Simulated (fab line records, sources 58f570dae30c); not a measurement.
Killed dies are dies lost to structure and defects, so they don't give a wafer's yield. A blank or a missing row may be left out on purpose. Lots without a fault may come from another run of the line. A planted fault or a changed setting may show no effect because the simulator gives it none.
Which tool did it? | flow berkeley_cmos170 | 14 lots, 42 wafers sampled, at 4 steps of a route of 331

WHAT THE GAUGES READ, wafer by wafer
UCB170_NVT_TW_MEAS_09. Usual: NVT_TW 521.7, standard deviation 2.8.
lot  | measured     | on            | NVT_TW            | flag
L996 | day 6 00:29  | film_metro-04 | 526.6 524.6 525.2 |
L997 | day 6 00:08  | film_metro-04 | 524.2 525.9 526.7 |
L998 | day 6 00:25  | film_metro-03 | 521.3 518.4 519.3 |
L999 | day 6 00:37  | film_metro-02 | 524.0 522.0 522.1 |
L100 | day 6 00:41  | film_metro-03 | 520.2 519.4 521.7 |
L102 | day 6 21:54  | film_metro-03 | 519.1 519.0 519.3 |
L103 | day 7 08:16  | film_metro-04 | 523.1 524.7 524.1 |
L105 | day 7 08:30  | film_metro-02 | 523.9 523.6 523.6 |
L107 | day 7 15:13  | film_metro-04 | 524.8 527.7 525.7 |
L110 | day 8 04:38  | film_metro-02 | 521.8 520.4 517.9 |
L116 | day 9 08:16  | film_metro-02 | 516.7 518.1 518.7 |
L117 | day 9 07:28  | film_metro-04 | 522.9 522.7 523.7 |
L118 | day 10 04:02 | film_metro-02 | 521.4 523.5 521.2 |
L119 | day 10 19:13 | film_metro-02 | 523.8 522.2 521.0 |

UCB170_NLDD_OVL_MEAS_07. Usual: NLDD_OVL 1 nm, standard deviation 5.
lot  | measured     | on         | NLDD_OVL (nm) | flag
L996 | day 6 20:15  | overlay-01 | 2 0 -2        |
L997 | day 6 19:31  | overlay-01 | -2 -6 3       |
L998 | day 6 20:20  | overlay-02 | 6 3 3         |
L999 | day 6 20:37  | overlay-01 | 0 1 5         |
L100 | day 6 19:47  | overlay-02 | -6 3 -4       |
L102 | day 7 16:19  | overlay-02 | -1 5 0        |
L103 | day 8 08:23  | overlay-01 | -4 -3 -5      |
L105 | day 8 07:19  | overlay-02 | 3 3 -2        |
L107 | day 8 09:56  | overlay-02 | -1 -1 2       |
L110 | day 9 03:40  | overlay-01 | 5 1 0         |
L116 | day 10 04:08 | overlay-02 | -9 -1 -3      |
L117 | day 10 03:16 | overlay-01 | 10 8 6        |
L118 | day 11 01:06 | overlay-01 | -5 -2 -3      |
L119 | day 11 14:01 | overlay-01 | -8 -2 -5      |

WHICH TOOL RAN EACH LOT (tool, then ch and the chambers of the sampled wafers, then the start)
lot  | UCB170_ZERO_HMDS_00              | UCB170_ZERO_STRIP_07
L996 | litho_track-04 ch 0, day 1 21:20 | plasma_asher-02 ch 0,1, day 1 22:43
L997 | litho_track-01 ch 0, day 2 00:50 | plasma_asher-02 ch 0,1, day 2 01:42
L998 | litho_track-02 ch 0, day 2 06:21 | plasma_asher-02 ch 0,1, day 2 07:13
L999 | litho_track-01 ch 0, day 2 09:33 | plasma_asher-04 ch 0,1, day 2 10:31
L100 | litho_track-01 ch 0, day 2 14:31 | plasma_asher-04 ch 0,1, day 2 16:01
L102 | litho_track-04 ch 0, day 2 22:04 | plasma_asher-02 ch 0,1, day 2 23:32
L103 | litho_track-02 ch 0, day 3 04:50 | plasma_asher-04 ch 0, day 3 05:50
L105 | litho_track-02 ch 0, day 3 15:41 | plasma_asher-02 ch 0,1, day 3 16:50
L107 | litho_track-04 ch 0, day 3 23:29 | plasma_asher-02 ch 1, day 4 00:28
L110 | litho_track-04 ch 0, day 4 13:26 | plasma_asher-04 ch 0,1, day 4 15:10
L116 | litho_track-02 ch 0, day 5 21:25 | plasma_asher-03 ch 0,1, day 5 22:25
L117 | litho_track-01 ch 0, day 6 01:23 | plasma_asher-03 ch 0,1, day 6 02:14
L118 | litho_track-01 ch 0, day 6 04:44 | plasma_asher-02 ch 0,1, day 6 06:12
L119 | litho_track-02 ch 0, day 6 14:39 | plasma_asher-02 ch 0,1, day 6 15:50
- UCB170_ZERO_HMDS_00: prime time 60 s.
- UCB170_ZERO_STRIP_07: strips in O2.

WHAT THE TOOLS THEMSELVES READ (means of the sampled wafers that have a number; where no wafer has one, the mark that the record gives instead)
UCB170_ZERO_HMDS_00. Usual: prime_temp_c 100.00 C, standard deviation 0.13.
lot  | tool           | prime_temp_c (C) | flag
L996 | litho_track-04 | 99.88            |
L997 | litho_track-01 | 100.06           |
L998 | litho_track-02 | 100.04           |
L999 | litho_track-01 | 99.89            |
L100 | litho_track-01 | 99.96            |
L102 | litho_track-04 | 99.87            |
L103 | litho_track-02 | 99.96            |
L105 | litho_track-02 | 99.98            |
L107 | litho_track-04 | 96.78            | OFF
L110 | litho_track-04 | 96.94            | OFF
L116 | litho_track-02 | 99.99            |
L117 | litho_track-01 | 100.18           |
L118 | litho_track-01 | 99.96            |
L119 | litho_track-02 | 100.06           |

UCB170_ZERO_STRIP_07. Usual: drypump_motor_current_A 5.7 A, standard deviation 0.43; oes_product_au 0.727 a.u., standard deviation 0.0045; strip_time_to_endpoint_s 21.51 s, standard deviation 0.045.
lot  | tool            | drypump_motor_current_A (A) | oes_product_au (a.u.) | strip_time_to_endpoint_s (s) | flag
L996 | plasma_asher-02 | 5.4                         | 0.729                 | 21.52                        |
L997 | plasma_asher-02 | 5.4                         | 0.731                 | 21.52                        |
L998 | plasma_asher-02 | 5.6                         | 0.727                 | 21.56                        |
L999 | plasma_asher-04 | 6.1                         | 0.729                 | 21.47                        |
L100 | plasma_asher-04 | 6.2                         | 0.722                 | 21.55                        |
L102 | plasma_asher-02 | 5.4                         | 0.727                 | 21.51                        |
L103 | plasma_asher-04 | 6.0                         | 0.728                 | 21.45                        |
L105 | plasma_asher-02 | 5.6                         | 0.729                 | 21.53                        |
L107 | plasma_asher-02 | 5.9                         | 0.727                 | 21.49                        |
L110 | plasma_asher-04 | 6.1                         | 0.723                 | 21.52                        |
L116 | plasma_asher-03 | 5.5                         | 0.726                 | 21.46                        |
L117 | plasma_asher-03 | 5.5                         | 0.725                 | 21.55                        |
L118 | plasma_asher-02 | 5.6                         | 0.727                 | 21.48                        |
L119 | plasma_asher-02 | 5.6                         | 0.727                 | 21.48                        |

THE ANSWER, worked out from the rows above alone
Rule: a lot is off if the mean of its wafers that have a number lies more than 3 standard deviations from the usual mean. A lot without any number at a reading at which 4 lots or more have one is off too. The other lots that the step has rows for count as sound. The gauges are gone through in route order, then the tools' own readings, and for those a lot's mean is taken as printed above. The first step at which some lot is off is used, and at that step the reading that is off furthest; a lot without a number counts as furthest.
Off: L107, L110, at UCB170_ZERO_HMDS_00 (prime_temp_c).
A tool fits if, at that step or a process step before it, it ran every lot that is off, and no sound lot after the first of them. One fits: litho_track-04 at UCB170_ZERO_HMDS_00. Its last sound lot is L102 (day 2 22:04), its first lot that is off L107 (day 3 23:29): a fault that began between those two fits.
The tool's own readings at UCB170_ZERO_HMDS_00 bear it out: on the lots that are off they differ by more than 5 times the standard deviation of the sound lots' means. prime_temp_c reads 96.86 C there against 99.99 C on the sound lots.

WHAT THE SIMULATOR HAD PUT IN
Process parameter drift: litho_track-04, from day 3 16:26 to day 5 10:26, at UCB170_ZERO_HMDS_00. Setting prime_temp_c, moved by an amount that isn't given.
Lots struck among those shown: L107, L110. The rule above found the same.
